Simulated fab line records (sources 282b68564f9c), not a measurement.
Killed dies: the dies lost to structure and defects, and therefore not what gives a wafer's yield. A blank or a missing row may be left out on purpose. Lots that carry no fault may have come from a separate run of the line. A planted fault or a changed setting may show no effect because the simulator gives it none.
Which tool did it? ; flow rit-cmos ; 7 lots, 21 wafers sampled, at 2 steps of a route of 202

WHAT EACH GAUGE READ, for each wafer
RIT_SDANNEAL_RS_MEAS_06: measures by four-point-probe.
lot;measured;on;PLDD_RS (ohm/sq)
L229;day 4 02:11;film-metro-02;178.5 178.5 178.4
L231;day 4 18:49;film-metro-03;178.3 177.9 178.3
L233;day 5 03:34;film-metro-03;178.9 179.5 178.9
L238;day 6 02:24;film-metro-03;178.7 178.6 179.6
L237;day 6 06:53;film-metro-01;178.3 178.2 178.4
L246;day 7 07:15;film-metro-02;169.5 169.0 168.6
L249;day 7 15:20;film-metro-01;177.9 177.9 178.1

WHAT TOOL EACH LOT RAN ON (gives the tool, then ch and the chambers of the sampled wafers, and finally the start)
lot;RIT_PLDD_IMPLANT_08
L229;implanter-03 ch 0, day 3 19:40
L231;implanter-02 ch 0, day 4 12:09
L233;implanter-02 ch 0, day 4 20:35
L238;implanter-01 ch 0, day 5 19:42
L237;implanter-02 ch 0, day 5 22:40
L246;implanter-02 ch 0, day 6 22:55
L249;implanter-01 ch 0, day 7 08:44
- RIT_PLDD_IMPLANT_08

THE ANSWER, worked out from the rows above alone
Rule: usual is defined by the lots themselves. Put in order of their means at a reading, lots are off if they are a third of the lots or fewer, leave a main group of 4 or more, and stand apart from it by a gap of 3 or more times the standard deviation of the main group's means; of several such gaps the widest counts. A main group is skipped when, at the precision printed for the reading in the tables above, its means are all equal. Also off: a lot with no number at a reading for which 4 or more lots have one. All remaining lots with rows at the step are treated as sound.
Off: L246, seen at RIT_SDANNEAL_RS_MEAS_06 (PLDD_RS). Mean 178.5 ohm/sq and standard deviation 0.41 in the main group.
A tool fits if, at a process step before that reading, it ran every lot that is off, and no sound lot after the first of them. Those tools and the gauges at RIT_SDANNEAL_RS_MEAS_06 are tried in the same way. 2 tools fit, implanter-02 at RIT_PLDD_IMPLANT_08 and film-metro-02 at RIT_SDANNEAL_RS_MEAS_06, so this cannot tell which one it is.

WHAT THE SIMULATOR PUT IN
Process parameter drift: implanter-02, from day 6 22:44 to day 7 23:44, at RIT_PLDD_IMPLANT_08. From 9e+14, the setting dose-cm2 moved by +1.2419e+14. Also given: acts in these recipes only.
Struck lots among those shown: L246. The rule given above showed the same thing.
